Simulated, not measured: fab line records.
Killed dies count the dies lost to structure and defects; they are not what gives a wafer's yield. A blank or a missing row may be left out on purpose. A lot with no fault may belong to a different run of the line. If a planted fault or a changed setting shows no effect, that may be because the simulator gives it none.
Split-lot trial | flow ritCmos | on a route of 202 steps: 5 lots, 23 wafers read

THE SPLIT
At RIT_ACTIVE_CVD_03 (deposits Si3N4 from SiH2Cl2/NH3, target thk 150 nm, time 1500 s), the setting tempC was moved away from the recipe's 810 C on 15 of the 23 wafers read, by -2.2% to +3.0%. All remaining wafers had this setting at the recipe value.

FROM THE SPLIT TO THE READING: what the file shows between them, 6 steps
- RIT_ACTIVE_THK_MEAS_04
- RIT_ACTIVE_COAT_06: resist thk 1000 nm (also split here: spinRpm)
- RIT_ACTIVE_SOFTBAKE_07: time 60 s
- RIT_ACTIVE_EXPOSE_08: exposes mask M1, target cd 1400 nm
- RIT_ACTIVE_DEVELOP_10: develop time 50 s
- RIT_ACTIVE_HARDBAKE_12: time 60 s

THE READING
oesProductAu, in a.u., at RIT_ACTIVE_ETCH_13 (etches Si3N4 in SF6, stops on SiO2, time 210 s, target depth 210 nm). Typical for fault-free wafers on this fab line: 0.818 a.u., with standard deviation 0.014 a.u.

wafer  | tool, chamber at the split | tempC as run, C | against the recipe | oesProductAu, a.u. | against lot-mates on the recipe
L076.1 | lpcvd-02, 1                | 810             | recipe             | 0.841              | -
L076.4 | lpcvd-02, 1                | 810             | recipe             | 0.805              | -
L076.5 | lpcvd-02, 1                | 810             | recipe             | 0.803              | -
L079.2 | -, -                       | 823.2           | +1.6%              | 0.925              | no lot-mate on the recipe
L079.3 | -, -                       | 823.2           | +1.6%              | 0.916              | no lot-mate on the recipe
L079.4 | -, -                       | 823.2           | +1.6%              | 0.939              | no lot-mate on the recipe
L079.5 | -, -                       | 823.2           | +1.6%              | 0.928              | no lot-mate on the recipe
L079.6 | -, -                       | 823.2           | +1.6%              | 0.968              | no lot-mate on the recipe
L081.1 | -, -                       | 792.4           | -2.2%              | 0.731              | no lot-mate on the recipe
L081.3 | -, -                       | 792.4           | -2.2%              | 0.743              | no lot-mate on the recipe
L081.4 | -, -                       | 792.4           | -2.2%              | 0.683              | no lot-mate on the recipe
L081.5 | -, -                       | 792.4           | -2.2%              | 0.734              | no lot-mate on the recipe
L081.6 | -, -                       | 792.4           | -2.2%              | 0.705              | no lot-mate on the recipe
L082.1 | -, -                       | 810             | recipe             | 0.817              | -
L082.3 | -, -                       | 810             | recipe             | 0.876              | -
L082.4 | -, -                       | 810             | recipe             | 0.840              | -
L082.5 | -, -                       | 810             | recipe             | 0.809              | -
L082.6 | -, -                       | 810             | recipe             | 0.838              | -
L084.1 | -, -                       | 834.1           | +3.0%              | 0.994              | no lot-mate on the recipe
L084.3 | -, -                       | 834.1           | +3.0%              | 0.998              | no lot-mate on the recipe
L084.4 | -, -                       | 834.1           | +3.0%              | 1.037              | no lot-mate on the recipe
L084.5 | -, -                       | 834.1           | +3.0%              | 0.992              | no lot-mate on the recipe
L084.6 | -, -                       | 834.1           | +3.0%              | 0.975              | no lot-mate on the recipe

FIT RESULTS
A straight line over all 23 wafers: oesProductAu changes by +0.0556 a.u. for each +1% of tempC; r = +0.98; the points scatter about the line by 0.023 a.u.
Too few moved wafers with a lot-mate on the recipe to fit a line net of each lot's own level.

THE WHOLE CHAIN: every reading that the file lists as answering this split, in the file's order
step                   | what it does                                                        | reading                                                                       | change (the file's fit)                  | r (the file's)
RIT_ACTIVE_CVD_03      | deposits Si3N4 from SiH2Cl2/NH3, target thk 150 nm, time 1500 s     | Si3N4_of_ACTIVE_CVD_03.thkNm (the simulator's own value, which no gauge read) | +23.2 nm for each +1% of the setting     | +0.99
RIT_ACTIVE_THK_MEAS_04 |                                                                     | ACTIVE_NITRIDE_THK                                                            | +23.2 for each +1% of the setting        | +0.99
RIT_ACTIVE_ETCH_13     | etches Si3N4 in SF6, stops on SiO2, time 210 s, target depth 210 nm | oesProductAu                                                                  | +0.0556 a.u. for each +1% of the setting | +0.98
RIT_ACTIVE_ETCH_13     | etches Si3N4 in SF6, stops on SiO2, time 210 s, target depth 210 nm | ACTIVE.featureDepthNm (the simulator's own value, which no gauge read)        | +21.8 nm for each +1% of the setting     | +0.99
RIT_ACTIVE_ETCH_13     | etches Si3N4 in SF6, stops on SiO2, time 210 s, target depth 210 nm | etch.depthNm (the simulator's own value, which no gauge read)                 | +21.4 nm for each +1% of the setting     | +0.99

THE FILE'S OWN FIT
oesProductAu changes by +0.0556 a.u. for each +1% of tempC, r = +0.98.
